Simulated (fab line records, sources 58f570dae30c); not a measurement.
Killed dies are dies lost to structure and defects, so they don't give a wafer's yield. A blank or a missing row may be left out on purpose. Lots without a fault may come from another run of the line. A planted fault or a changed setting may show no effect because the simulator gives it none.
A struck lot beside a sound one | flow berkeley_cmos170 | 17 steps out of a route of 331
Sound: wafers L772.1, L772.5, L772.6. Struck: wafers L785.1, L785.2, L785.4. The cause comes at the end.
At each step with rows: each side's tool, then ch and its chambers, then its first start. Under that, the readings that differ: sound wafers | struck wafers | difference of the means | sigmas: that difference in standard deviations of wafers without a fault.
alike: readings whose means differ by less than 2 such deviations, and words and numbers that are the same on both sides. not compared: withheld readings, readings that some wafer has no value for, bounds like >300 that may hide the same value, and numbers for which the record gives no deviation and whose values overlap.
The two part at a step that has a row with sigmas, a row that says differs or no value, or rows on one side only. Numbers that don't overlap but have no deviation are shown without sigmas and don't part them. A reading that every wafer of one side lacks parts them only if that side has two wafers or more.

UCB170_SACOX_THK_MEAS_02:
  sound on film_metro-04, day 5 21:10; struck on film_metro-04, day 8 14:42
  alike: SACOX_OXIDE_THK
then, 2 steps without rows for these wafers: UCB170_SCREENOX_WET_ETCH_00 (etches SiO2 in dHF, time 200 s); UCB170_SCREENOX_OXIDATION_01 (target thk 14.4 nm, ox time 2400 s).
UCB170_SCREENOX_THK_MEAS_02:
  sound on film_metro-01, day 6 00:05; struck on film_metro-02, day 8 18:32
  alike: SCREENOX_OXIDE_THK
then, 7 steps without rows for these wafers: UCB170_SCREENOX_ANNEAL_03 (time 900 s); UCB170_NVT_HMDS_00 (prime time 60 s); UCB170_NVT_COAT_01 (resist thk 900 nm); UCB170_NVT_SOFTBAKE_02 (time 60 s); UCB170_NVT_EXPOSE_03 (exposes mask PWELL, target cd 3000 nm); UCB170_NVT_PEB_04; UCB170_NVT_DEVELOP_05 (develop time 45 s).
UCB170_NVT_OVL_MEAS_06:
  sound on overlay-02, day 6 04:34; struck on overlay-02, day 8 21:57
  alike: NVT_OVL
UCB170_NVT_IMPLANT_07:
  sound on implanter-04 ch 0, day 6 04:36; struck on implanter-02 ch 0, day 8 22:19
  alike: beam_on_s
UCB170_NVT_STRIP_08: strips in O2.
  sound on plasma_asher-04 ch 0,1, day 6 04:45; struck on plasma_asher-02 ch 0,1, day 8 22:28
  alike: drypump_motor_current_A, o2_flow_sccm, oes_product_au, strip_time_to_endpoint_s
  not compared: rf_hours_counter_h
UCB170_NVT_TW_MEAS_09:
  sound on film_metro-04, day 6 04:51; struck on film_metro-02, day 8 22:34
  reading | sound       | struck      | difference | sigmas
  NVT_TW  | 523 519 518 | 655 650 651 | +132       | +29
then, 2 steps without rows for these wafers: UCB170_NVT_CLEAN_10 (cleans in SPM, time 600 s); UCB170_M3_PROBE_99.

WHERE THEY PART
Only at UCB170_NVT_TW_MEAS_09, within this record.

WHY: what the simulator had put in
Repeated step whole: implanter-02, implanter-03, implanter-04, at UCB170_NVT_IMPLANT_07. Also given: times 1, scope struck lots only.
